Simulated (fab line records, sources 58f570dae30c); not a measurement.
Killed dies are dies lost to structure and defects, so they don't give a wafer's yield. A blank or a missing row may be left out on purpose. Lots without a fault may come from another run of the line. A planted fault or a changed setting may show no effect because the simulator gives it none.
A struck lot beside a sound one | flow berkeley_cmos170 | 14 steps out of a route of 331
Sound: wafers L486.1, L486.4, L486.5. Struck: wafers L492.1, L492.2, L492.3. The cause comes at the end.
At each step with rows: each side's tool, then ch and its chambers, then its first start. Under that, the readings that differ: sound wafers | struck wafers | difference of the means | sigmas: that difference in standard deviations of wafers without a fault.
alike: readings whose means differ by less than 2 such deviations, and words and numbers that are the same on both sides. not compared: withheld readings, readings that some wafer has no value for, bounds like >300 that may hide the same value, and numbers for which the record gives no deviation and whose values overlap.
The two part at a step that has a row with sigmas, a row that says differs or no value, or rows on one side only. Numbers that don't overlap but have no deviation are shown without sigmas and don't part them. A reading that every wafer of one side lacks parts them only if that side has two wafers or more.

UCB170_PVT_STRIP_08: strips in O2.
  sound on plasma_asher-01 ch 0,1, day 9 02:32; struck on plasma_asher-01 ch 0,1, day 10 10:20
  reading                      | sound             | struck            | difference | sigmas
  strip_time_to_endpoint_s (s) | 21.48 21.52 21.57 | 21.71 21.70 21.74 | +0.19      | +2
  alike: chamber_pressure_mTorr, drypump_motor_current_A, oes_product_au
  not compared: rf_hours_counter_h
UCB170_PVT_TW_MEAS_09:
  sound on film_metro-01, day 9 02:38; struck on film_metro-01, day 10 10:26
  alike: PVT_TW
then, 1 step without rows for these wafers: UCB170_GATE_WET_ETCH_00 (etches SiO2 in dHF, time 200 s).
UCB170_FIELD_THK_MEAS_91:
  sound on film_metro-01, day 9 02:45; struck on film_metro-03, day 10 10:33
  reading                     | sound       | struck      | difference | sigmas
  FIELD_OXIDE_LEFT_2_THK (nm) | 369 365 375 | 331 334 327 | -39        | -3
then, 1 step without rows for these wafers: UCB170_GATE_OXIDATION_01 (target thk 6.6 nm, ox time 1800 s).
UCB170_GATE_THK_MEAS_02:
  sound on film_metro-01, day 9 09:01; struck on film_metro-04, day 10 14:24
  alike: GATE_OXIDE_THK
then, 2 steps without rows for these wafers: UCB170_GATE_ANNEAL_03 (time 1800 s); UCB170_GATE_CVD_04 (deposits poly-Si from SiH4, time 1440 s, target thk 214 nm).
UCB170_GATE_THK_MEAS_05:
  sound on film_metro-02, day 9 17:08; struck on film_metro-01, day 10 21:13
  alike: GATE_POLY_THK
then, 3 steps without rows for these wafers: UCB170_GATE_COAT_06; UCB170_GATE_COAT_07 (resist thk 900 nm); UCB170_GATE_SOFTBAKE_08 (time 60 s).
UCB170_GATE_EXPOSE_09: exposes mask POLY, target cd 350 nm.
  sound on krf_scanner-01 ch 0, day 9 17:56; struck on krf_scanner-01, day 10 22:13
  no value came back on the struck wafers for exposure_dose_mJ_cm2, focus_offset_nm (nm), na, sigma_outer; on the sound wafers exposure_dose_mJ_cm2 reads 21.037 21.016 21.018
  alike: mask
then, 1 step without rows for these wafers: UCB170_GATE_PEB_10.

WHERE THEY PART
First at UCB170_PVT_STRIP_08; last, within this record, at UCB170_GATE_EXPOSE_09.

WHY: what the simulator had put in
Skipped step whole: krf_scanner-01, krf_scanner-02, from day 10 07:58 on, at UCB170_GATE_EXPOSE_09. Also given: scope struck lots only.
